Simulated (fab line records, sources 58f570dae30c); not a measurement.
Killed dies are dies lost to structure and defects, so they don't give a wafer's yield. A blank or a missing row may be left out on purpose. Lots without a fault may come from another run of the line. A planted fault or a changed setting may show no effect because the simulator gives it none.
Which tool did it? | flow berkeley_cmos170 | 14 lots, 42 wafers sampled, at 2 steps of a route of 331

WHAT THE GAUGES READ, wafer by wafer
UCB170_NSD_CD_MEAS_06: target cd 1200 nm.
lot  | measured     | on        | cd_nm (nm)
L490 | day 6 08:42  | cd_sem-02 | 1201.1 1199.7 1200.3
L489 | day 6 12:49  | cd_sem-01 | 1201.8 1200.3 1202.5
L491 | day 7 07:29  | cd_sem-01 | 1201.5 1200.4 1198.9
L493 | day 7 19:34  | cd_sem-02 | 1199.8 1200.1 1198.3
L492 | day 7 19:44  | cd_sem-01 | 1200.7 1198.7 1200.5
L494 | day 7 20:02  | cd_sem-01 | 1202.0 1201.4 1199.7
L502 | day 9 01:11  | cd_sem-01 | 1189.2 1189.1 1189.2
L500 | day 9 01:26  | cd_sem-02 | 1187.0 1186.9 1187.2
L503 | day 9 22:46  | cd_sem-01 | 1199.6 1200.1 1199.9
L506 | day 10 10:12 | cd_sem-01 | 1200.8 1198.6 1199.9
L508 | day 10 13:13 | cd_sem-02 | 1201.2 1201.9 1200.0
L509 | day 10 13:56 | cd_sem-01 | 1200.2 1199.9 1200.7
L510 | day 10 20:59 | cd_sem-02 | 1202.5 1202.4 1202.3
L512 | day 10 22:20 | cd_sem-01 | 1199.3 1199.7 1199.3

WHICH TOOL RAN EACH LOT (tool, then ch and the chambers of the sampled wafers, then the start)
lot  | UCB170_NSD_PEB_04
L490 | litho_track-01 ch 0, day 6 08:26
L489 | litho_track-04 ch 0, day 6 12:32
L491 | litho_track-03 ch 0, day 7 07:13
L493 | litho_track-03 ch 0, day 7 19:08
L492 | litho_track-03 ch 0, day 7 19:28
L494 | litho_track-04 ch 0, day 7 19:46
L502 | litho_track-01 ch 0, day 9 00:55
L500 | litho_track-01 ch 0, day 9 01:10
L503 | litho_track-03 ch 0, day 9 22:29
L506 | litho_track-03 ch 0, day 10 09:55
L508 | litho_track-04 ch 0, day 10 12:56
L509 | litho_track-03 ch 0, day 10 13:40
L510 | litho_track-03 ch 0, day 10 20:43
L512 | litho_track-04 ch 0, day 10 22:04
- UCB170_NSD_PEB_04

WHAT THE TOOLS THEMSELVES READ (means of the sampled wafers that have a number; where no wafer has one, the mark that the record gives instead)
UCB170_NSD_PEB_04.
lot  | tool           | heater_power_total_W (W) | plate_temp_C (C)
L490 | litho_track-01 | 56.75                    | 130.06
L489 | litho_track-04 | 56.83                    | 130.10
L491 | litho_track-03 | 56.80                    | 129.98
L493 | litho_track-03 | 56.78                    | 130.10
L492 | litho_track-03 | 56.83                    | 130.11
L494 | litho_track-04 | 56.78                    | 129.96
L502 | litho_track-01 | 60.26                    | -
L500 | litho_track-01 | 60.26                    | -
L503 | litho_track-03 | 56.80                    | 130.15
L506 | litho_track-03 | 56.82                    | 130.01
L508 | litho_track-04 | 56.79                    | 130.03
L509 | litho_track-03 | 56.81                    | 130.12
L510 | litho_track-03 | 56.80                    | 129.81
L512 | litho_track-04 | 56.80                    | 129.83

THE ANSWER, worked out from the rows above alone
Rule: what is usual is taken from the lots themselves. Put in order of their means at a reading, lots are off if they are a third of the lots or fewer, leave a main group of 4 or more, and stand apart from it by a gap of 3 or more times the standard deviation of the main group's means; of several such gaps the widest counts. A main group whose means are all the same, to the digits that the tables above print for the reading, isn't used. A lot without any number at a reading at which 4 lots or more have one is off too. The other lots that the step has rows for count as sound. The gauges are gone through in route order, then the tools' own readings, and for those a lot's mean is taken as printed above. The first step at which some lot is off is used, and at that step the reading that is off furthest; a lot without a number counts as furthest.
Off: L502, L500, at UCB170_NSD_CD_MEAS_06 (cd_nm). The main group: mean 1200.4 nm, standard deviation 0.86.
A tool fits if, at a process step before that reading, it ran every lot that is off, and no sound lot after the first of them. The gauges at UCB170_NSD_CD_MEAS_06 aren't tried: what is off there is off at UCB170_NSD_PEB_04 too, on other tools, and a gauge's error can't cause that. One fits: litho_track-01 at UCB170_NSD_PEB_04. Its last sound lot is L490 (day 6 08:26), its first lot that is off L502 (day 9 00:55): a fault that began between those two fits.
The tool's own readings at UCB170_NSD_PEB_04 bear it out: on the lots that are off they differ by more than 5 times the standard deviation of the sound lots' means. heater_power_total_W reads 60.26 W there against 56.80 W on the sound lots.
Blank at UCB170_NSD_PEB_04 on the lots that are off, where sound lots have numbers: plate_temp_C.

WHAT THE SIMULATOR HAD PUT IN
Process parameter drift: litho_track-01, from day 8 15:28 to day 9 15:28, at UCB170_NSD_PEB_04. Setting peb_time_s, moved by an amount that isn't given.
Lots struck among those shown: L502, L500. The rule above found the same.
